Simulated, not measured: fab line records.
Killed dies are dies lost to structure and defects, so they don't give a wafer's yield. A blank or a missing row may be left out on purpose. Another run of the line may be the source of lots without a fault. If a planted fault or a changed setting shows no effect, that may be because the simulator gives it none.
Check of tool commonality + flow ritCmos + Lots sampled 14, wafers sampled 48

## REASON IT WAS OPENED
Of 14 lots, 2 have the reading GATE_OXIDE_THK flagged at RIT_GATE_THK_MEAS_07. No-fault wafers: 2.98 nm, standard deviation 0.064.
Rule: flag the lot when none of its wafers has a number, or when each of its wafers that has one lies beyond 4 standard deviations from that mean. The other lots count as sound.

| lot  | measured    | on           | GATE_OXIDE_THK (nm), wafer by wafer | flag    |
|------|-------------|--------------|-------------------------------------|---------|
| L497 | day 2 11:15 | filmMetro-02 | 2.93 2.85 2.82                      |         |
| L498 | day 2 20:17 | filmMetro-01 | 2.94 2.97 3.09                      |         |
| L499 | day 2 22:16 | filmMetro-04 | 3.00 3.04 3.01                      |         |
| L500 | day 3 02:14 | filmMetro-04 | 3.02 3.04 2.98                      |         |
| L501 | day 3 08:45 | filmMetro-02 | 3.04 3.01 2.98                      |         |
| L502 | day 3 16:25 | filmMetro-04 | 2.88 2.96 2.92                      |         |
| L503 | day 3 20:22 | filmMetro-02 | 3.47 3.54 3.47 3.47 3.51 3.47       | FLAGGED |
| L504 | day 3 21:41 | filmMetro-01 | 3.25 3.34 3.38 3.30 3.37 3.38       | FLAGGED |
| L505 | day 4 07:04 | filmMetro-04 | 2.90 2.88 2.94                      |         |
| L513 | day 5 22:49 | filmMetro-02 | 2.92 2.96 2.99                      |         |
| L514 | day 6 04:47 | filmMetro-01 | 3.05 3.13 3.09                      |         |
| L518 | day 6 22:42 | filmMetro-04 | 2.92 3.00 2.98                      |         |
| L519 | day 7 04:28 | filmMetro-01 | 3.05 3.00 3.01                      |         |
| L520 | day 7 09:32 | filmMetro-01 | 3.01 2.97 2.99                      |         |
Average over the flagged lots: 3.41 nm; offset from the usual +0.43 nm, equal to +7 standard deviations.

## TOOL THAT RAN EACH LOT
The record keeps 1 process step preceding the reading, out of 202 steps on the route. Read each cell as the tool, then ch plus the chambers that the sampled wafers visited, then the start.
| lot  | flag    | RIT_GATE_OXIDATION_05        |
|------|---------|------------------------------|
| L497 |         | furnace-01 ch 0, day 2 09:40 |
| L498 |         | furnace-04 ch 0, day 2 17:01 |
| L499 |         | furnace-04 ch 0, day 2 20:17 |
| L500 |         | furnace-03 ch 0, day 3 00:52 |
| L501 |         | furnace-04 ch 0, day 3 06:58 |
| L502 |         | furnace-01 ch 0, day 3 13:49 |
| L503 | FLAGGED | furnace-04 ch 0, day 3 19:02 |
| L504 | FLAGGED | furnace-04 ch 0, day 3 20:22 |
| L505 |         | furnace-03 ch 0, day 4 03:49 |
| L513 |         | furnace-03 ch 0, day 5 20:10 |
| L514 |         | furnace-01 ch 0, day 6 02:08 |
| L518 |         | furnace-03 ch 0, day 6 21:18 |
| L519 |         | furnace-04 ch 0, day 7 03:08 |
| L520 |         | furnace-03 ch 0, day 7 07:35 |
These steps, and what they do:
- RIT_GATE_OXIDATION_05: target thk 3 nm, ox time 270 s.
- RIT_GATE_THK_MEAS_07

## FLAGGED OVER TOTAL, TOOL BY TOOL (the gauges that took the reading come last)
| step                  | tool         | lots run | flagged | share of the flagged lots | sound lots run after its first flagged lot |
|-----------------------|--------------|----------|---------|---------------------------|--------------------------------------------|
| RIT_GATE_OXIDATION_05 | furnace-01   | 3        | 0       | none                      | -                                          |
| RIT_GATE_OXIDATION_05 | furnace-03   | 5        | 0       | none                      | -                                          |
| RIT_GATE_OXIDATION_05 | furnace-04   | 6        | 2       | all                       | 1 (L519)                                   |
| RIT_GATE_THK_MEAS_07  | filmMetro-01 | 5        | 1       | some                      | 3 (L514,L519,L520)                         |
| RIT_GATE_THK_MEAS_07  | filmMetro-02 | 4        | 1       | some                      | 1 (L513)                                   |
| RIT_GATE_THK_MEAS_07  | filmMetro-04 | 5        | 0       | none                      | -                                          |

## THE TABLE: WHAT IT ALLOWS
All flagged lots share 1 row of the table, namely furnace-04 at RIT_GATE_OXIDATION_05.
- furnace-04 at RIT_GATE_OXIDATION_05: 2 of its 6 lots flagged. Lots that were sound ran on it after the first flagged one (L519); a persistent fault on the entire tool would not allow that.
There is no row in the table that ran each flagged lot and no sound lot after the first.

## WHAT THE SIMULATOR HAD INSERTED
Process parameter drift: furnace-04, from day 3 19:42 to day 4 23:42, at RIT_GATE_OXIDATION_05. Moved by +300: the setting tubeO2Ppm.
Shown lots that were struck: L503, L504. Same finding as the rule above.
